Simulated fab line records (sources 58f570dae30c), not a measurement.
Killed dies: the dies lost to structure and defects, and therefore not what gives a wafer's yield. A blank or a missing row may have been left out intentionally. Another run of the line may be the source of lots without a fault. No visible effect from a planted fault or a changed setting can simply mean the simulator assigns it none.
The tool behind it: which one? / flow berkeleyCmos170 / 13 lots, 39 wafers sampled, at 5 steps of a route of 331

## WHAT THE GAUGES SHOWED, per wafer
UCB170_GATE_CD_MEAS_12: the cd target is 350 nm. Usual: cdNm reads 350.3 nm (standard deviation 1.3).
lot=L272; measured=day 7 11:26; on=cdSem-02; cdNm (nm)=349.9 350.0 348.9; flag=
lot=L269; measured=day 7 11:49; on=cdSem-01; cdNm (nm)=348.9 347.9 348.7; flag=
lot=L271; measured=day 7 12:01; on=cdSem-01; cdNm (nm)=353.0 352.5 351.0; flag=
lot=L273; measured=day 8 04:14; on=cdSem-02; cdNm (nm)=350.8 349.7 350.5; flag=
lot=L275; measured=day 8 17:40; on=cdSem-01; cdNm (nm)=349.2 349.6 348.6; flag=
lot=L274; measured=day 8 17:51; on=cdSem-02; cdNm (nm)=349.2 348.6 349.7; flag=
lot=L276; measured=day 8 17:58; on=cdSem-02; cdNm (nm)=349.8 349.9 349.5; flag=
lot=L277; measured=day 9 08:13; on=cdSem-01; cdNm (nm)=377.1 377.8 377.0; flag=OFF
lot=L278; measured=day 9 08:17; on=cdSem-02; cdNm (nm)=349.4 350.3 350.5; flag=
lot=L282; measured=day 9 18:59; on=cdSem-02; cdNm (nm)=350.8 351.1 351.5; flag=
lot=L292; measured=day 12 00:59; on=cdSem-02; cdNm (nm)=350.0 350.2 351.5; flag=
lot=L291; measured=day 12 01:14; on=cdSem-01; cdNm (nm)=349.2 347.1 348.8; flag=
lot=L290; measured=day 12 08:43; on=cdSem-01; cdNm (nm)=351.4 351.3 351.4; flag=

UCB170_V1_THK_MEAS_04. Usual: V1_POLISHED_THK gives 999.2 nm (standard deviation 1.5).
lot=L272; measured=day 8 17:32; on=filmMetro-01; V1_POLISHED_THK (nm)=998.2 999.4 999.7; flag=
lot=L269; measured=day 8 17:05; on=filmMetro-03; V1_POLISHED_THK (nm)=999.7 1000.0 1000.8; flag=
lot=L271; measured=day 8 18:09; on=filmMetro-03; V1_POLISHED_THK (nm)=1000.4 1000.5 999.7; flag=
lot=L273; measured=day 9 10:16; on=filmMetro-01; V1_POLISHED_THK (nm)=998.7 998.3 1000.1; flag=
lot=L275; measured=day 9 17:54; on=filmMetro-04; V1_POLISHED_THK (nm)=997.0 1000.4 998.3; flag=
lot=L274; measured=day 9 19:12; on=filmMetro-03; V1_POLISHED_THK (nm)=998.8 998.6 998.0; flag=
lot=L276; measured=day 9 20:32; on=filmMetro-01; V1_POLISHED_THK (nm)=997.2 995.9 999.2; flag=
lot=L277; measured=day 10 11:18; on=filmMetro-03; V1_POLISHED_THK (nm)=1001.1 997.4 1002.4; flag=
lot=L278; measured=day 10 12:38; on=filmMetro-04; V1_POLISHED_THK (nm)=999.6 996.4 997.7; flag=
lot=L282; measured=day 10 23:33; on=filmMetro-04; V1_POLISHED_THK (nm)=997.2 999.7 998.0; flag=
lot=L292; measured=day 13 04:57; on=filmMetro-04; V1_POLISHED_THK (nm)=999.9 999.4 1000.3; flag=
lot=L291; measured=day 13 06:16; on=filmMetro-01; V1_POLISHED_THK (nm)=995.6 997.8 998.9; flag=
lot=L290; measured=day 13 11:10; on=filmMetro-01; V1_POLISHED_THK (nm)=997.0 999.5 996.2; flag=

## EACH LOT AND THE TOOL THAT RAN IT (in order: tool; ch and the chambers of the sampled wafers; start)
lot=L272; UCB170_GATE_EXPOSE_09=krfScanner-01 ch 0, day 7 10:34; UCB170_CONTACT_ETCH_18=rieDiel-04 ch 0,3, day 8 14:25 or earlier; UCB170_M1_STRIP_13=plasmaAsher-01 ch 0,1, day 8 14:25
lot=L269; UCB170_GATE_EXPOSE_09=krfScanner-01 ch 0, day 7 10:49; UCB170_CONTACT_ETCH_18=rieDiel-01 ch 0,3, day 8 14:17 or earlier; UCB170_M1_STRIP_13=plasmaAsher-03 ch 0, day 8 14:17
lot=L271; UCB170_GATE_EXPOSE_09=krfScanner-01 ch 0, day 7 11:03; UCB170_CONTACT_ETCH_18=rieDiel-01 ch 0,1,2, day 8 14:51 or earlier; UCB170_M1_STRIP_13=plasmaAsher-02 ch 0,1, day 8 14:51
lot=L273; UCB170_GATE_EXPOSE_09=krfScanner-02 ch 0, day 8 03:17; UCB170_CONTACT_ETCH_18=rieDiel-03 ch 2,3, day 9 07:55 or earlier; UCB170_M1_STRIP_13=plasmaAsher-03 ch 0,1, day 9 07:55
lot=L275; UCB170_GATE_EXPOSE_09=krfScanner-02 ch 0, day 8 17:16; UCB170_CONTACT_ETCH_18=rieDiel-03 ch 0,2,3, day 9 15:43 or earlier; UCB170_M1_STRIP_13=plasmaAsher-01 ch 0,1, day 9 15:43
lot=L274; UCB170_GATE_EXPOSE_09=krfScanner-01 ch 0, day 8 17:28; UCB170_CONTACT_ETCH_18=rieDiel-04 ch 0,1,3, day 9 16:05 or earlier; UCB170_M1_STRIP_13=plasmaAsher-02 ch 0,1, day 9 16:05
lot=L276; UCB170_GATE_EXPOSE_09=krfScanner-01 ch 0, day 8 17:34; UCB170_CONTACT_ETCH_18=rieDiel-01 ch 0,3, day 9 17:43 or earlier; UCB170_M1_STRIP_13=plasmaAsher-01 ch 0,1, day 9 17:43
lot=L277; UCB170_GATE_EXPOSE_09=krfScanner-01 ch 0, day 9 07:35; UCB170_CONTACT_ETCH_18=rieDiel-01 ch 1,3, day 10 09:07 or earlier; UCB170_M1_STRIP_13=plasmaAsher-01 ch 0,1, day 10 09:07
lot=L278; UCB170_GATE_EXPOSE_09=krfScanner-01 ch 0, day 9 07:43; UCB170_CONTACT_ETCH_18=rieDiel-01 ch 1,2,3, day 10 09:37 or earlier; UCB170_M1_STRIP_13=plasmaAsher-01 ch 1, day 10 09:37
lot=L282; UCB170_GATE_EXPOSE_09=krfScanner-01 ch 0, day 9 18:23; UCB170_CONTACT_ETCH_18=rieDiel-01 ch 1,3, day 10 20:19 or earlier; UCB170_M1_STRIP_13=plasmaAsher-02 ch 0,1, day 10 20:19
lot=L292; UCB170_GATE_EXPOSE_09=krfScanner-02 ch 0, day 12 00:35; UCB170_CONTACT_ETCH_18=rieDiel-03 ch 0,3, day 13 02:45 or earlier; UCB170_M1_STRIP_13=plasmaAsher-02 ch 0,1, day 13 02:45
lot=L291; UCB170_GATE_EXPOSE_09=krfScanner-01 ch 0, day 12 00:49; UCB170_CONTACT_ETCH_18=rieDiel-04 ch 1,3, day 13 03:01 or earlier; UCB170_M1_STRIP_13=plasmaAsher-03 ch 0,1, day 13 03:01
lot=L290; UCB170_GATE_EXPOSE_09=krfScanner-01 ch 0, day 12 08:05; UCB170_CONTACT_ETCH_18=rieDiel-01 ch 0,2, day 13 08:53 or earlier; UCB170_M1_STRIP_13=plasmaAsher-01 ch 0,1, day 13 08:53
- UCB170_GATE_EXPOSE_09: exposes mask POLY, target cd 350 nm.
- UCB170_CONTACT_ETCH_18: etches PSG in CHF3/CF4/Ar, stops on TiSi2, target depth 840 nm, time 195 s.
- UCB170_M1_STRIP_13: strips in O2.

## WHAT THE TOOLS THEMSELVES READ (means of the sampled wafers that have a number; where no wafer has one, the mark that the record gives instead)
UCB170_GATE_EXPOSE_09. Usual: focusOffsetNm reads -0.1 nm (standard deviation 0.49).
lot=L272; tool=krfScanner-01; focusOffsetNm (nm)=-0.4; flag=
lot=L269; tool=krfScanner-01; focusOffsetNm (nm)=0.2; flag=
lot=L271; tool=krfScanner-01; focusOffsetNm (nm)=0.8; flag=
lot=L273; tool=krfScanner-02; focusOffsetNm (nm)=-0.6; flag=
lot=L275; tool=krfScanner-02; focusOffsetNm (nm)=-0.0; flag=
lot=L274; tool=krfScanner-01; focusOffsetNm (nm)=-0.1; flag=
lot=L276; tool=krfScanner-01; focusOffsetNm (nm)=0.7; flag=
lot=L277; tool=krfScanner-01; focusOffsetNm (nm)=-0.1; flag=
lot=L278; tool=krfScanner-01; focusOffsetNm (nm)=0.1; flag=
lot=L282; tool=krfScanner-01; focusOffsetNm (nm)=-0.8; flag=
lot=L292; tool=krfScanner-02; focusOffsetNm (nm)=0.1; flag=
lot=L291; tool=krfScanner-01; focusOffsetNm (nm)=-0.4; flag=
lot=L290; tool=krfScanner-01; focusOffsetNm (nm)=0.1; flag=

UCB170_CONTACT_ETCH_18. Usual: chamberPressureMTorr 200.03 mTorr, standard deviation 0.17; drypumpMotorCurrentA 5.75 A, standard deviation 0.23; oesProductAu 0.881 a.u., standard deviation 0.016; throttleValvePct 6.88 %, standard deviation 0.12.
lot=L272; tool=rieDiel-04; chamberPressureMTorr (mTorr)=200.02; drypumpMotorCurrentA (A)=5.57; oesProductAu (a.u.)=0.897; throttleValvePct (%)=6.85; flag=
lot=L269; tool=rieDiel-01; chamberPressureMTorr (mTorr)=200.20; drypumpMotorCurrentA (A)=5.40; oesProductAu (a.u.)=0.877; throttleValvePct (%)=6.87; flag=
lot=L271; tool=rieDiel-01; chamberPressureMTorr (mTorr)=200.05; drypumpMotorCurrentA (A)=5.80; oesProductAu (a.u.)=0.881; throttleValvePct (%)=6.82; flag=
lot=L273; tool=rieDiel-03; chamberPressureMTorr (mTorr)=200.16; drypumpMotorCurrentA (A)=5.91; oesProductAu (a.u.)=0.870; throttleValvePct (%)=6.77; flag=
lot=L275; tool=rieDiel-03; chamberPressureMTorr (mTorr)=199.94; drypumpMotorCurrentA (A)=5.88; oesProductAu (a.u.)=0.871; throttleValvePct (%)=6.86; flag=
lot=L274; tool=rieDiel-04; chamberPressureMTorr (mTorr)=200.01; drypumpMotorCurrentA (A)=5.60; oesProductAu (a.u.)=0.894; throttleValvePct (%)=6.92; flag=
lot=L276; tool=rieDiel-01; chamberPressureMTorr (mTorr)=199.94; drypumpMotorCurrentA (A)=5.48; oesProductAu (a.u.)=0.866; throttleValvePct (%)=6.93; flag=
lot=L277; tool=rieDiel-01; chamberPressureMTorr (mTorr)=199.91; drypumpMotorCurrentA (A)=5.69; oesProductAu (a.u.)=0.873; throttleValvePct (%)=6.91; flag=
lot=L278; tool=rieDiel-01; chamberPressureMTorr (mTorr)=199.76; drypumpMotorCurrentA (A)=5.85; oesProductAu (a.u.)=0.872; throttleValvePct (%)=6.88; flag=
lot=L282; tool=rieDiel-01; chamberPressureMTorr (mTorr)=200.09; drypumpMotorCurrentA (A)=5.68; oesProductAu (a.u.)=0.868; throttleValvePct (%)=6.91; flag=
lot=L292; tool=rieDiel-03; chamberPressureMTorr (mTorr)=199.96; drypumpMotorCurrentA (A)=5.74; oesProductAu (a.u.)=0.861; throttleValvePct (%)=6.86; flag=
lot=L291; tool=rieDiel-04; chamberPressureMTorr (mTorr)=200.10; drypumpMotorCurrentA (A)=5.54; oesProductAu (a.u.)=0.900; throttleValvePct (%)=7.02; flag=
lot=L290; tool=rieDiel-01; chamberPressureMTorr (mTorr)=200.11; drypumpMotorCurrentA (A)=5.57; oesProductAu (a.u.)=0.870; throttleValvePct (%)=6.83; flag=

UCB170_M1_STRIP_13. Usual: chamberPressureMTorr 3500 mTorr, standard deviation 3.2; drypumpMotorCurrentA 5.79 A, standard deviation 0.15; oesProductAu 0.722 a.u., standard deviation 0.0045.
lot=L272; tool=plasmaAsher-01; chamberPressureMTorr (mTorr)=3499; drypumpMotorCurrentA (A)=5.67; oesProductAu (a.u.)=0.716; flag=
lot=L269; tool=plasmaAsher-03; chamberPressureMTorr (mTorr)=3501; drypumpMotorCurrentA (A)=6.07; oesProductAu (a.u.)=0.722; flag=
lot=L271; tool=plasmaAsher-02; chamberPressureMTorr (mTorr)=3502; drypumpMotorCurrentA (A)=5.79; oesProductAu (a.u.)=0.721; flag=
lot=L273; tool=plasmaAsher-03; chamberPressureMTorr (mTorr)=3501; drypumpMotorCurrentA (A)=5.83; oesProductAu (a.u.)=0.721; flag=
lot=L275; tool=plasmaAsher-01; chamberPressureMTorr (mTorr)=3500; drypumpMotorCurrentA (A)=5.67; oesProductAu (a.u.)=0.728; flag=
lot=L274; tool=plasmaAsher-02; chamberPressureMTorr (mTorr)=3502; drypumpMotorCurrentA (A)=5.78; oesProductAu (a.u.)=0.724; flag=
lot=L276; tool=plasmaAsher-01; chamberPressureMTorr (mTorr)=3499; drypumpMotorCurrentA (A)=5.65; oesProductAu (a.u.)=0.722; flag=
lot=L277; tool=plasmaAsher-01; chamberPressureMTorr (mTorr)=3498; drypumpMotorCurrentA (A)=5.67; oesProductAu (a.u.)=0.718; flag=
lot=L278; tool=plasmaAsher-01; chamberPressureMTorr (mTorr)=3502; drypumpMotorCurrentA (A)=5.88; oesProductAu (a.u.)=0.723; flag=
lot=L282; tool=plasmaAsher-02; chamberPressureMTorr (mTorr)=3499; drypumpMotorCurrentA (A)=5.79; oesProductAu (a.u.)=0.724; flag=
lot=L292; tool=plasmaAsher-02; chamberPressureMTorr (mTorr)=3499; drypumpMotorCurrentA (A)=5.83; oesProductAu (a.u.)=0.722; flag=
lot=L291; tool=plasmaAsher-03; chamberPressureMTorr (mTorr)=3502; drypumpMotorCurrentA (A)=5.78; oesProductAu (a.u.)=0.725; flag=
lot=L290; tool=plasmaAsher-01; chamberPressureMTorr (mTorr)=3503; drypumpMotorCurrentA (A)=5.68; oesProductAu (a.u.)=0.724; flag=

## THE ANSWER, worked out from the rows above alone
Rule: take the mean of a lot's wafers that have a number; if it is more than 3 standard deviations from the usual mean, the lot is off. A lot without any number at a reading at which 4 lots or more have one is off too. Any other lot the step has rows for is counted as sound. The gauges are gone through in route order, then the tools' own readings, and for those a lot's mean is taken as printed above. The first step at which some lot is off is used, and at that step the reading that is off furthest; a lot without a number counts as furthest.
Off: L277 (UCB170_GATE_CD_MEAS_12, cdNm).
A tool fits if, at a process step before that reading, it ran every lot that is off, and no sound lot after the first of them. Gauges at UCB170_GATE_CD_MEAS_12: tried the same way as those tools. No candidate that was tried fits.

## WHAT THE SIMULATOR HAD PUT IN
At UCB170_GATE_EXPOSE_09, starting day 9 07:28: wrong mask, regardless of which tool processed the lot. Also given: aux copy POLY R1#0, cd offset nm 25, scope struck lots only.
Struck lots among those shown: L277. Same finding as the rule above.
